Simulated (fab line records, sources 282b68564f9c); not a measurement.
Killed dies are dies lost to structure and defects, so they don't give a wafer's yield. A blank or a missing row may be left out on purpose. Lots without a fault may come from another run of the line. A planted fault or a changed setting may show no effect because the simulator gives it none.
fab line records | flow rit_cmos
record lots=6 wafers=18 last_day=7
route steps=202 shown CONTACT@180 M1@184
lots that met no fault: from a run of the same line without faults
start_h: hours from the record's first day to the start of the lot's first wafer shown | wait_h: hours since the lot's step before | " the same as in the row above | L1.1+2: a row that stands for several wafers | - no value, or no start given | * or withheld: withheld | < > ~ a bound
route shown NAME@n: a module of which the file shows steps, and the number in the route of the first | usual: mean/standard deviation of fault-free wafers | same: alike in all rows | chamber/n: place in a boat | sites: the reading at each site | _std_site: their standard deviation | _edge_site: outer sites' mean less inner sites' | radius_mm: how far each site lies from the wafer's centre | mask NAME#n: copy n | behind: the tool/chamber that last shaped the wafer | hold: why the lot was held/for how many hours/how that ended | device: the transistor (n, p or np) that didn't switch | end of line: the same wafers' tests at the end of the route | a step without rows: its recipe alone | killed: dies lost to structure and defects at the first sort, not the wafer's yield | map: a wafer's dies, x killed, . not, _ none there
set.NAME: the setting as run; set.NAME@STEP: as run at that earlier step | model.NAME: the simulator's own value behind a step, which no gauge read
lots at some steps of the route; a table a step, a row a wafer
services: from which hour (start_h, from the record's first day; less than 0 if before it) a tool's chamber was out of use, for how many hours, and why
## steps
# step RIT_CONTACT_STRIP_12
# recipe chemistry=O2 time_s=180 resist=NOVOLAK platen_temp_c=withheld power_w=500 pressure_mtorr=4000 o2_flow_sccm=4000
# usual drypump_motor_current_A=5.4/0.49 o2_flow_sccm=4000/11
# columns lot.wafer tool chamber start_h wait_h drypump_motor_current_A o2_flow_sccm rf_hours_counter_h
L111.1 plasma_asher-01 0 72.87 0.1 6.2 3988 44
L111.3 " 0 " " 6.2 3990 -
L111.4 " 1 " " 4.8 3990 -
L113.1 plasma_asher-01 0 84.77 0.1 6.2 4027 45
L113.2 " 1 " " 4.8 3990 45
L113.4 " 1 " " 4.8 4008 -
L124.2 plasma_asher-04 1 137.80 0.1 5.6 3989 37
L124.3 " 0 " " 5.2 4011 -
L124.4 " 1 " " 5.6 3999 -
L125.2 plasma_asher-04 1 141.86 0.1 5.5 3993 37
L125.4 " 1 " " 5.5 3996 -
L125.5 " 1 " " 5.6 3979 -
L127.2 plasma_asher-02 1 151.91 0.1 5.4 4014 3
L127.3 " 0 " " 5.7 3998 -
L127.5 " 0 " " 5.8 3988 -
L129.2 plasma_asher-01 1 161.91 0.2 4.8 3995 53
L129.3 " 0 " " 6.2 4020 -
L129.5 " 1 " " 4.7 4009 -
# step RIT_CONTACT_CD_MEAS_90
# recipe target_cd_nm=1000
# usual cd_nm=1000.3/2.2
# columns lot.wafer tool chamber start_h wait_h cd_nm
L111.1 cd_sem-02 - 73.04 0.1 1002.8
L111.3 " - " " 1002.4
L111.4 " - " " 1001.6
L113.1 cd_sem-01 - 84.95 0.1 1003.1
L113.2 " - " " 1002.9
L113.4 " - " " 1002.2
L124.2 cd_sem-01 - 138.00 0.1 1000.0
L124.3 " - " " 996.6
L124.4 " - " " 1001.2
L125.2 cd_sem-01 - 142.05 0.1 998.7
L125.4 " - " " 998.1
L125.5 " - " " 997.5
L127.2 cd_sem-01 - 152.10 0.1 999.5
L127.3 " - " " 999.3
L127.5 " - " " 1000.0
L129.2 cd_sem-01 - 162.11 0.1 1004.7
L129.3 " - " " 1003.7
L129.5 " - " " 1000.2
# step RIT_CONTACT_CLEAN_13
# recipe chemistry=SC1 mix=3:3:50 time_s=600 temp_c=75
# step RIT_CONTACT_CLEAN_14
# recipe chemistry=SC2 mix=3:3:50 time_s=600 temp_c=75 dry=n2_spin
# step RIT_M1_SPUTTER_00
# recipe material=Al target_thk_nm=400 power_w=2000 chamber_pressure_pa=0.4195 gas=Ar time_s=500 substrate_temp_c=25
# usual chamber_pressure_pa=0.4194/0.00089 throttle_valve_pct=30.4/1
# columns lot.wafer tool chamber start_h wait_h chamber_pressure_pa throttle_valve_pct
L111.1 pvd_sputter-03 - 73.54 0.0 0.4191 30.8
L111.3 " - " " 0.4187 31.0
L111.4 " - " " 0.4194 29.0
L113.1 pvd_sputter-03 - 85.43 0.0 0.4170 31.3
L113.2 " - " " 0.4207 30.8
L113.4 " - " " 0.4177 31.0
L124.2 pvd_sputter-02 - 138.45 0.0 0.4208 30.8
L124.3 " - " " 0.4192 28.7
L124.4 " - " " 0.4200 30.6
L125.2 pvd_sputter-03 - 142.50 0.0 0.4204 31.9
L125.4 " - " " 0.4198 30.7
L125.5 " - " " 0.4185 30.7
L127.2 pvd_sputter-03 - 152.55 0.0 0.4209 28.9
L127.3 " - " " 0.4198 30.7
L127.5 " - " " 0.4189 29.1
L129.2 pvd_sputter-03 - 162.56 0.0 0.4192 30.9
L129.3 " - " " 0.4189 31.8
L129.5 " - " " 0.4181 31.1
# step RIT_M1_RS_MEAS_01
# recipe thk_meas_gauge=four-point-probe reads=Al_of_M1_SPUTTER_00
# usual M1_AL_RS=0.0751/0.0011
# columns lot.wafer tool chamber start_h wait_h M1_AL_RS[ohm/sq]
L111.1 film_metro-03 - 73.84 0.1 0.0748
L111.3 " - " " 0.0748
L111.4 " - " " 0.0752
L113.1 film_metro-02 - 85.73 0.1 0.0743
L113.2 " - " " 0.0746
L113.4 " - " " 0.0752
L124.2 film_metro-03 - 138.76 0.2 0.0750
L124.3 " - " " 0.0756
L124.4 " - " " 0.0763
L125.2 film_metro-03 - 142.82 0.2 0.0765
L125.4 " - " " 0.0749
L125.5 " - " " 0.0755
L127.2 film_metro-03 - 152.87 0.2 0.0757
L127.3 " - " " 0.0760
L127.5 " - " " 0.0757
L129.2 film_metro-01 - 162.87 0.2 0.0767
L129.3 " - " " 0.0775
L129.5 " - " " 0.0765
# step RIT_M1_THK_MEAS_02
# recipe thk_meas_gauge=xrf reads=Al_of_M1_SPUTTER_00
# usual M1_AL_THK=393/6.1
# columns lot.wafer tool chamber start_h wait_h M1_AL_THK[nm]
L111.1 film_metro-03 - 73.96 0.1 397
L111.3 " - " " 396
L111.4 " - " " 392
L113.1 film_metro-02 - 85.85 0.1 398
L113.2 " - " " 398
L113.4 " - " " 396
L124.2 film_metro-03 - 138.87 0.1 395
L124.3 " - " " 392
L124.4 " - " " 389
L125.2 film_metro-03 - 142.93 0.1 386
L125.4 " - " " 395
L125.5 " - " " 391
L127.2 film_metro-03 - 152.98 0.1 391
L127.3 " - " " 391
L127.5 " - " " 392
L129.2 film_metro-01 - 162.98 0.1 388
L129.3 " - " " 383
L129.5 " - " " 387
# step RIT_M1_HMDS_03
# recipe prime_time_s=60 prime_temp_c=140
# step RIT_M1_COAT_04
# recipe resist=NOVOLAK spin_rpm=2000 resist_thk_nm=1300
# step RIT_M1_SOFTBAKE_05
# recipe resist=NOVOLAK temp_c=90 time_s=60
# step RIT_M1_EXPOSE_06
# recipe mask_id=M12 na=0.6 source_shape=conventional sigma_outer=0.5 target_cd_nm=2600 dose_mj=250
# step RIT_M1_PEB_07
# recipe resist=NOVOLAK temp_c=withheld time_s=withheld
# step RIT_M1_DEVELOP_08
# recipe resist=NOVOLAK develop_time_s=68 dev_temp_c=23
# usual chill_plate_temp_C=23.01/0.12 developer_temp_C=23.00/0.12
# columns lot.wafer tool chamber start_h wait_h chill_plate_temp_C developer_temp_C
L111.1 litho_track-04 0 74 - 23.00 23.10
L111.3 " 0 " " 22.96 23.06
L111.4 " 0 " " 23.00 23.06
L113.1 litho_track-03 0 86 - 23.10 23.08
L113.2 " 0 " " 23.18 23.15
L113.4 " 0 " " 22.84 22.90
L124.2 litho_track-03 0 139 - 23.07 25.44
L124.3 " 0 " " 22.97 25.26
L124.4 " 0 " " 22.98 25.29
L125.2 litho_track-03 0 143 - 23.05 25.35
L125.4 " 0 " " 22.90 25.38
L125.5 " 0 " " 22.86 25.57
L127.2 litho_track-04 0 153 - 23.04 23.08
L127.3 " 0 " " 23.12 23.05
L127.5 " 0 " " 23.01 22.98
L129.2 litho_track-04 0 163 - 23.11 22.90
L129.3 " 0 " " 23.08 23.02
L129.5 " 0 " " 22.94 22.96
# step RIT_M1_CD_MEAS_09
# recipe target_cd_nm=2600
# usual cd_nm=2599.9/2.6
# columns lot.wafer tool chamber start_h wait_h cd_nm
L111.1 cd_sem-01 - 74.90 - 2594.9
L111.3 " - " " 2595.5
L111.4 " - " " 2593.2
L113.1 cd_sem-01 - 86.79 - 2599.4
L113.2 " - " " 2600.6
L113.4 " - " " 2600.1
L124.2 cd_sem-02 - 139.94 - 2607.6
L124.3 " - " " 2607.0
L124.4 " - " " 2606.2
L125.2 cd_sem-02 - 144.00 - 2608.1
L125.4 " - " " 2606.3
L125.5 " - " " 2605.3
L127.2 cd_sem-02 - 153.93 - 2597.6
L127.3 " - " " 2598.6
L127.5 " - " " 2600.2
L129.2 cd_sem-02 - 163.93 - 2599.8
L129.3 " - " " 2600.8
L129.5 " - " " 2603.0
# step RIT_M1_OVL_MEAS_10
# usual M1_OVL=-0.5/1.1
# columns lot.wafer tool chamber start_h wait_h M1_OVL[nm]
L111.1 overlay-01 - 75.02 0.1 -2.0
L111.3 " - " " -3.0
L111.4 " - " " -2.4
L113.1 overlay-02 - 86.91 0.1 0.9
L113.2 " - " " 1.2
L113.4 " - " " -0.4
L124.2 overlay-02 - 140.05 0.1 0.5
L124.3 " - " " -1.8
L124.4 " - " " -1.1
L125.2 overlay-02 - 144.11 0.1 2.0
L125.4 " - " " -0.4
L125.5 " - " " -0.8
L127.2 overlay-01 - 154.04 0.1 1.2
L127.3 " - " " -0.6
L127.5 " - " " -1.9
L129.2 overlay-02 - 164.04 0.1 -1.0
L129.3 " - " " -0.6
L129.5 " - " " -1.6
# step RIT_M1_PROBE_99
# usual defect_limited_yield=97.4/1.1 killed_at_M0_to_M3=0.0/0.14 killed_at_contacts=0.0/0.22 killed_at_front_end=6.9/3 killed_dies=6.9/3 killed_open=3.5/2 killed_short=3.4/2.1 sort_bin_3_pad_short=0.1/0.23 sort_bin_5_function=1.5/0.85 sort_bin_6_memory=1.0/0.59 sort_n_pass=257.1/3 sort_yield_pct=97.4/1.1
# same gross_dies=264 killed_at_M4_up=0 killed_at_back_side=0 killed_at_other=0
# columns lot.wafer tool chamber start_h wait_h defect_limited_yield[%] killed_at_M0_to_M3 killed_at_contacts killed_at_front_end killed_dies killed_open killed_short sort_bin_3_pad_short[%] sort_bin_5_function[%] sort_bin_6_memory[%] sort_n_pass sort_yield_pct[%]
L111.1 prober-01 - 78.22 0.1 95.5 0 0 12 12 7 5 0 2.7 1.9 252.0 95.5
L111.3 prober-01 - 78.32 0.2 96.6 0 0 9 9 5 4 0 1.9 1.5 255.0 96.6
L111.4 prober-01 - 78.37 0.2 97.7 0 0 6 6 4 2 0 1.1 1.1 258.0 97.7
L113.1 prober-01 - 89.44 0.1 97.0 0 0 8 8 2 6 0 2.3 0.8 256.0 97.0
L113.2 prober-01 - 89.49 0.1 98.9 0 0 3 3 2 0 0 0.8 0.4 261.0 98.9
L113.4 prober-01 - 89.59 0.2 98.1 0 0 5 5 5 0 0 0.8 1.1 259.0 98.1
L124.2 prober-02 - 142.69 0.1 95.5 0 0 12 12 8 4 0 1.9 2.7 252.0 95.5
L124.3 prober-02 - 142.74 0.2 96.2 0 0 10 10 2 8 0.8 2.3 0.8 254.0 96.2
L124.4 prober-02 - 142.79 0.2 98.9 0 0 3 3 2 1 0.4 0.8 0 261.0 98.9
L129.2 prober-01 - 166.62 0.1 97.3 0 0 7 7 5 2 0.8 0.4 1.5 257.0 97.3
L129.3 prober-01 - 166.67 0.2 96.6 0 0 9 9 5 4 0 3.0 0.4 255.0 96.6
L129.5 prober-01 - 166.77 0.2 98.9 0 0 3 3 2 1 0 0.8 0.4 261.0 98.9
# killed by level:class
L111.1 GATE:geometric_particle:open=4 GATE:geometric_particle:short=2 SPACER:geometric_particle:open=2 FOX1:geometric_particle:short=1 FOX1:geometric_particle:open=1 FOX2:geometric_particle:short=1 REOX:geometric_particle:short=1
L111.3 SPACER:geometric_particle:open=4 GATE:geometric_particle:short=2 FOX2:geometric_particle:short=1 GATE:geometric_particle:open=1 SILICIDE:geometric_particle:short=1
L111.4 FOX1:geometric_particle:open=1 FOX2:geometric_particle:open=1 GATE:geometric_particle:open=1 SPACER:geometric_particle:open=1 SPACER:geometric_particle:short=1 SILICIDE:geometric_particle:short=1
L113.1 GATE:geometric_particle:short=2 SILICIDE:geometric_particle:short=2 FOX1:geometric_particle:short=1 GATE:geometric_particle:open=1 REOX:geometric_particle:short=1 SILICIDE:geometric_particle:open=1
L113.2 FOX1:geometric_particle:open=2 ACTIVE:coat_microbubble_printed=1
L113.4 FOX1:geometric_particle:open=2 GATE:geometric_particle:open=2 SILICIDE:geometric_particle:open=1
L124.2 FOX1:geometric_particle:short=2 FOX2:geometric_particle:open=2 GATE:geometric_particle:short=2 GATE:geometric_particle:open=2 REOX:geometric_particle:open=2 SPACER:geometric_particle:open=2
L124.3 FOX1:geometric_particle:short=3 GATE:geometric_particle:short=3 GATE:geometric_particle:open=2 FOX2:geometric_particle:short=1 REOX:geometric_particle:short=1
L124.4 GATE:geometric_particle:open=1 REOX:geometric_particle:short=1 REOX:geometric_particle:open=1
L129.2 GATE:geometric_particle:open=2 SILICIDE:geometric_particle:open=2 FOX1:geometric_particle:open=1 FOX2:geometric_particle:short=1 SILICIDE:geometric_particle:short=1
L129.3 FOX1:geometric_particle:short=3 FOX1:geometric_particle:open=2 FOX2:geometric_particle:open=1 GATE:geometric_particle:short=1 SPACER:geometric_particle:open=1 STARTING-WAFER:geometric_particle:open=1
L129.5 FOX2:geometric_particle:open=1 SPACER:geometric_particle:open=1 SPACER:geometric_particle:short=1
## services
# columns tool chamber start_h hours kind
plasma_asher-02 - 70.02 8.1 repair
plasma_asher-01 - 74.99 3.2 repair
plasma_asher-01 - 90.39 5.1 repair
pvd_sputter-02 - 91.07 1.3 repair
plasma_asher-02 - 108.75 9.0 pm
plasma_asher-02 0 108.75 9.0 vent_cycle
plasma_asher-02 1 108.75 9.0 vent_cycle
plasma_asher-01 - 115.79 4.3 repair
plasma_asher-02 0 117.75 - clean
plasma_asher-02 1 117.75 - clean
## key
first_sign step=RIT_M1_DEVELOP_08 reading=developer_temp_C direction=up sigmas=20 usual=* struck=*
effect step=RIT_M1_CD_MEAS_09 reading=cd_nm direction=up sigmas=2.7 usual=2599.9 struck=2606.8
met_at RIT_M1_DEVELOP_08
struck_wafers L124.2,L124.3,L124.4,L125.2,L125.4,L125.5
onset_between 86 139
fault kind=process_parameter_drift tool=litho_track-03 chamber=- onset_h=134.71 steps=RIT_M1_DEVELOP_08 channel=dev_temp_c offset=* shape=step end_h=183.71 acts_in=* stated=*
